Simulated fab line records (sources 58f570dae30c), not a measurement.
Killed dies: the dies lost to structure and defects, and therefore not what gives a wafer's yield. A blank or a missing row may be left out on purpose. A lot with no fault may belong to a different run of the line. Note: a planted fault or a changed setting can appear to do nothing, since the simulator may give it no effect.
fab line records	flow berkeleyCmos170	part 2 of 2: steps 26 to 33 of 33
record lots=5	wafers=15	lastDay=10
route steps=331 shown ZERO@13 NWELL@14 PWELL@34
lots untouched by any fault: they come from a run of this same line in which no faults occurred
startH: hours from the record's opening day to when the first of the lot's shown wafers began	waitH: time in hours since the lot's previous step	" as in the row above	L1.1+2: one row covering several wafers at once	- no value present, or no start provided	* or withheld: withheld	< > ~ a bound
route shown NAME@n: names a module that has steps shown in the file, with the first one's number in the route	usual: mean/standard deviation taken from wafers without a fault	same: alike in all rows	chamber/n: place in a boat	sites: readings site by site	_std_site: their standard deviation	_edge_site: the outer-site mean with the inner-site mean subtracted	radiusMm: for every site, how far away it sits from the centre of the wafer	mask NAME#n: copy n	behind: tool/chamber where the wafer was last shaped	hold: why the lot was held/for how many hours/how that ended	device: whichever transistor did not switch (one of n, p or np)	end of line: at the end of the route, the tests of the same wafers	a step without rows: its recipe alone	killed: the dies lost at the first sort to structure and to defects; this is not the yield of the wafer	map: a wafer's dies, x killed, . not, _ none there
set.NAME: the setting that was run; set.NAME@STEP: the one run at that earlier step	model.NAME: the simulator's own value behind a step, which no gauge read
certain route steps with their lots: each step a table, each wafer a row
services: the hour from which a tool's chamber was out of use, counted from the record's first day as startH (under 0 if before that day), plus the number of hours and why
## steps
# step UCB170_PWELL_ANNEAL_04
# recipe tempC=1000	timeS=900	ambient=N2
# usual spikeTcCentreC=1002.3/1.1	tube_center_temp_C_max=1002.6/0.45	zonePowerLoadPct=33.7/1.4
lot.wafer	tool	chamber	startH	waitH	spikeTcCentreC	tube_center_temp_C_max	zonePowerLoadPct
L079.2	furnace-01	0	69.57	2.7	1001.4	1002.6	34.3
L079.3	"	0	"	"	1002.9	1002.9	33.8
L079.5	"	0	"	"	1001.8	1003.6	34.3
L085.2	furnace-02	0	94.53	1.3	1002.2	1002.1	32.0
L085.3	"	0	"	"	1001.2	1002.8	32.0
L085.5	"	0	"	"	1003.0	1002.3	31.0
L086.1	furnace-01	0	103.92	2.9	1001.0	1002.1	34.2
L086.4	"	0	"	"	1002.1	1002.0	33.6
L086.5	"	0	"	"	1001.8	1002.8	33.8
L088.1	furnace-04	0	112.50	2.2	1000.3	1002.7	34.9
L088.5	"	0	"	"	1000.6	1002.5	34.5
L088.6	"	0	"	"	1001.9	1002.4	35.1
L089.1	furnace-04	0	112.50	0.4	1001.5	1002.0	34.7
L089.3	"	0	"	"	1000.5	1002.7	34.7
L089.5	"	0	"	"	1002.2	1003.0	35.5
# step UCB170_PWELL_CVD_05
# recipe material=Si3N4	targetThkNm=220	tempC=800	precursor=SiH2Cl2/NH3	timeS=3300	pressureMtorr=200	sih2cl2FlowSccm=25	nh3FlowSccm=75
# usual spikeTcCentreC=801.7/1.5	zonePowerLoadPct=22.3/2.2
lot.wafer	tool	chamber	startH	waitH	spikeTcCentreC	zonePowerLoadPct
L079.2	lpcvd-02	1	70.82	0.0	805.3	21.2
L079.3	"	1	"	"	803.3	20.9
L079.5	"	1	"	"	804.6	20.9
L085.2	lpcvd-01	0	95.85	0.1	801.4	24.7
L085.3	"	0	"	"	799.9	24.8
L085.5	"	0	"	"	800.1	25.1
L086.1	lpcvd-01	0	106.90	1.7	800.5	24.9
L086.4	"	0	"	"	802.1	25.2
L086.5	"	0	"	"	801.2	25.2
L088.1	lpcvd-01	0	113.75	0.0	800.8	24.6
L088.5	"	0	"	"	802.0	24.9
L088.6	"	0	"	"	800.5	24.9
L089.1	lpcvd-01	0	113.75	0.0	801.2	24.8
L089.3	"	0	"	"	800.7	25.2
L089.5	"	0	"	"	801.8	25.0
# step UCB170_PWELL_THK_MEAS_06
# recipe reads=Si3N4_of_PWELL_CVD_05
# usual PWELL_NITRIDE_THK=220.1/2
lot.wafer	tool	chamber	startH	waitH	PWELL_NITRIDE_THK[nm]
L079.2	filmMetro-02	-	72.81	0.1	220.9
L079.3	"	-	"	"	220.6
L079.5	"	-	"	"	222.9
L085.2	filmMetro-01	-	97.78	0.0	222.4
L085.3	"	-	"	"	223.6
L085.5	"	-	"	"	223.8
L086.1	filmMetro-01	-	108.82	0.0	218.3
L086.4	"	-	"	"	219.8
L086.5	"	-	"	"	219.2
L088.1	filmMetro-02	-	115.67	0.0	223.9
L088.5	"	-	"	"	223.8
L088.6	"	-	"	"	220.4
L089.1	filmMetro-01	-	115.70	0.0	221.4
L089.3	"	-	"	"	219.9
L089.5	"	-	"	"	221.5
# step UCB170_PWELL_HMDS_07
# recipe primeTimeS=60	primeTempC=100
# usual resistLineTempC=22.99/0.11
lot.wafer	tool	chamber	startH	waitH	resistLineTempC
L079.2	lithoTrack-04	0	73.27	0.5	23.07
L079.3	"	0	"	"	22.92
L079.5	"	0	"	"	22.93
L085.2	lithoTrack-04	0	98.18	0.4	23.03
L085.3	"	0	"	"	22.97
L085.5	"	0	"	"	22.92
L086.1	lithoTrack-04	0	109.15	0.3	23.13
L086.4	"	0	"	"	23.12
L086.5	"	0	"	"	22.97
L088.1	lithoTrack-02	0	116.30	0.6	23.00
L088.5	"	0	"	"	23.05
L088.6	"	0	"	"	22.98
L089.1	lithoTrack-04	0	116.72	1.0	22.89
L089.3	"	0	"	"	22.87
L089.5	"	0	"	"	23.01
# step UCB170_PWELL_COAT_08
# recipe resist=KrF	spinRpm=1500	resistThkNm=900
# usual resistLineTempC=23.01/0.098
lot.wafer	tool	chamber	startH	waitH	resistLineTempC
L079.2	lithoTrack-04	0	73.42	0.1	23.08
L079.3	"	0	"	"	22.90
L079.5	"	0	"	"	23.04
L085.2	lithoTrack-04	0	98.33	0.1	22.98
L085.3	"	0	"	"	23.09
L085.5	"	0	"	"	23.08
L086.1	lithoTrack-04	0	109.30	0.1	23.03
L086.4	"	0	"	"	23.07
L086.5	"	0	"	"	23.02
L088.1	lithoTrack-02	0	116.45	0.1	23.02
L088.5	"	0	"	"	23.05
L088.6	"	0	"	"	22.83
L089.1	lithoTrack-04	0	116.87	0.1	22.93
L089.3	"	0	"	"	23.03
L089.5	"	0	"	"	23.03
# step UCB170_PWELL_SOFTBAKE_09
# recipe resist=KrF	tempC=130	timeS=60
# usual plateTempC=130.00/0.14	resistLineTempC=23.00/0.099
lot.wafer	tool	chamber	startH	waitH	plateTempC	resistLineTempC
L079.2	lithoTrack-04	0	73.57	0.1	130.06	23.06
L079.3	"	0	"	"	129.88	22.96
L079.5	"	0	"	"	129.84	22.99
L085.2	lithoTrack-04	0	98.48	0.1	130.05	22.93
L085.3	"	0	"	"	130.13	23.01
L085.5	"	0	"	"	130.01	22.96
L086.1	lithoTrack-04	0	109.45	0.1	129.79	23.17
L086.4	"	0	"	"	129.81	23.10
L086.5	"	0	"	"	129.78	23.18
L088.1	lithoTrack-02	0	116.60	0.1	129.81	22.97
L088.5	"	0	"	"	129.94	22.89
L088.6	"	0	"	"	129.85	22.87
L089.1	lithoTrack-04	0	117.02	0.1	130.26	23.09
L089.3	"	0	"	"	130.26	23.10
L089.5	"	0	"	"	130.11	23.09
# step UCB170_PWELL_EXPOSE_10
# recipe maskId=PWELL	targetCdNm=3000	na=0.5	sigmaOuter=0.6	sourceShape=conventional	doseMj=19
# usual exposureDoseMJCm2=18.997/0.021
lot.wafer	tool	chamber	startH	waitH	mask	exposureDoseMJCm2
L079.2	krfScanner-02	0	73.92	0.3	PWELL#0	19.017
L079.3	"	0	"	"	PWELL#0	19.035
L079.5	"	0	"	"	PWELL#0	18.988
L085.2	krfScanner-02	0	99.08	0.6	PWELL#0	18.985
L085.3	"	0	"	"	PWELL#0	18.987
L085.5	"	0	"	"	PWELL#0	18.985
L086.1	krfScanner-02	0	109.73	0.2	PWELL#0	18.987
L086.4	"	0	"	"	PWELL#0	19.001
L086.5	"	0	"	"	PWELL#0	18.995
L088.1	krfScanner-02	0	117.09	0.5	PWELL#0	18.994
L088.5	"	0	"	"	PWELL#0	18.981
L088.6	"	0	"	"	PWELL#0	18.996
L089.1	krfScanner-01	0	117.34	0.3	PWELL#0	18.995
L089.3	"	0	"	"	PWELL#0	19.008
L089.5	"	0	"	"	PWELL#0	18.996
# step UCB170_PWELL_PEB_11
# recipe pebTempC=130	pebTimeS=withheld	resist=KrF
# usual plateTempC=130.01/0.14	resistLineTempC=22.99/0.11
lot.wafer	tool	chamber	startH	waitH	plateTempC	resistLineTempC
L079.2	lithoTrack-04	0	74.17	0.2	129.88	22.82
L079.3	"	0	"	"	129.87	22.89
L079.5	"	0	"	"	129.90	22.89
L085.2	lithoTrack-03	0	99.57	0.5	129.99	23.04
L085.3	"	0	"	"	129.77	22.98
L085.5	"	0	"	"	130.06	23.03
L086.1	lithoTrack-04	0	109.88	0.1	130.18	22.97
L086.4	"	0	"	"	129.86	23.06
L086.5	"	0	"	"	129.87	22.98
L088.1	lithoTrack-02	0	117.92	0.8	129.96	22.93
L088.5	"	0	"	"	130.12	22.84
L088.6	"	0	"	"	129.91	23.03
L089.1	lithoTrack-04	0	118.17	0.8	129.88	23.10
L089.3	"	0	"	"	130.07	23.00
L089.5	"	0	"	"	129.96	23.17
## services
tool	chamber	startH	hours	kind
krfScanner-01	-	25.14	21.0	pm
furnace-04	-	25.48	3.5	pm
rieDiel-02	1	31.33	-	clean
furnace-02	-	34.76	2.7	pm
rieDiel-03	3	37.43	23.6	repair
furnace-02	-	37.44	4.7	pm
krfScanner-02	-	46.14	4.0	pm
krfScanner-01	-	50.18	1.0	pm
lpcvd-01	-	60.42	2.8	pm
krfScanner-02	-	63.97	0.8	pm
krfScanner-01	-	64.80	0.8	pm
krfScanner-02	0	66.53	-	calibration
wetBench-01	-	71.10	1.8	repair
furnace-01	-	74.82	4.1	pm
furnace-03	-	76.89	3.4	pm
furnace-02	-	80.10	3.2	pm
implanter-04	-	94.67	6.0	repair
furnace-04	-	95.70	3.1	pm
plasmaAsher-04	-	106.57	6.7	repair
plasmaAsher-01	-	108.75	9.0	pm
plasmaAsher-01	0	108.75	9.0	ventCycle
plasmaAsher-01	1	108.75	9.0	ventCycle
plasmaAsher-01	0	117.75	-	clean
plasmaAsher-01	1	117.75	-	clean
